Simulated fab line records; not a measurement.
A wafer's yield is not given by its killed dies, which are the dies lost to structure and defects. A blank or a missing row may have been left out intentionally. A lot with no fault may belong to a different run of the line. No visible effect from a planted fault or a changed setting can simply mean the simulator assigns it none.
One fault through the eyes of 2 desks    flow berkeley cmos170    each desk has only its own numbers; what lay behind them comes last

## THE TOOL OWNER'S DESK: implanter-04
For each lot that ran on this tool, the mean over its sampled wafers that have a number, from the tool's own readings at UCB170_NWELL_IMPLANT_14. Marked OUT: a lot whose mean sits more than 4 standard deviations from the usual mean, which makes it out of limits; the brackets give that distance.
Columns: A = dose ions cm2 at UCB170_NWELL_IMPLANT_14, usual 9.999e+12; B = faraday current uA at UCB170_NWELL_IMPLANT_14, usual 31.8
lot   first seen here  A                            B
L116  day 2 21:26      9.991e+12                    32.0
L120  day 3 14:45      9.998e+12                    32.0
L126  day 5 00:53      9.994e+12                    32.0
L129  day 5 08:05      1.504e+13 (+99 or more) OUT  47.9 (+28) OUT
L130  day 5 14:52      1.503e+13 (+99 or more) OUT  48.3 (+29) OUT
This desk's finding: out of limits on L129, L130; first on L129, day 5 08:05 (dose ions cm2 at UCB170_NWELL_IMPLANT_14). In limits: L116, L120, L126.

## METROLOGY DESK
What the gauges read for every lot (on any tool): the sampled wafers with a number, averaged. Marked OUT: a lot whose mean sits more than 4 standard deviations from the usual mean, which makes it out of limits; the brackets give that distance.
Columns: A = NWELL_TW at UCB170_NWELL_TW_MEAS_16, usual 1257
lot   first seen here  A
L116  day 2 21:41      1254
L117  day 3 01:59      1270
L118  day 3 02:14      1254
L121  day 3 14:52      1254
L120  day 3 14:59      1272
L127  day 5 00:55      1237
L126  day 5 01:08      1252
L129  day 5 08:20      1409 (+12) OUT
L130  day 5 15:09      1435 (+14) OUT
L133  day 6 12:39      1255
L134  day 6 19:44      1274
L135  day 6 20:37      1233
L136  day 7 01:12      1263
L137  day 7 01:55      1267
Finding of this desk: L129, L130 out of limits, first seen on L129 at day 5 08:20 (NWELL_TW at UCB170_NWELL_TW_MEAS_16). In limits: L116, L117, L118, L121, L120, L127, L126, L133, L134, L135, L136, L137.

## BROUGHT TOGETHER
The tool owner's desk had the chance to raise an alarm at day 5 08:05 on L129, L130.
On L129, L130, the metrology desk was in a position to raise an alarm at day 5 08:20.
On implanter-04, each named lot ran UCB170_NWELL_IMPLANT_14.

## WHAT THE SIMULATOR HAD PUT IN
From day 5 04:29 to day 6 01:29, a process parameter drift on implanter-04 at UCB170_NWELL_IMPLANT_14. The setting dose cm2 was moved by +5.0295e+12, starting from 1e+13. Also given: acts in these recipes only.
Lots struck among those shown: L129, L130.
Counting hours from when the fault started, the first reading out of limits came at 4 for the tool owner's desk and at 4 for the metrology desk.
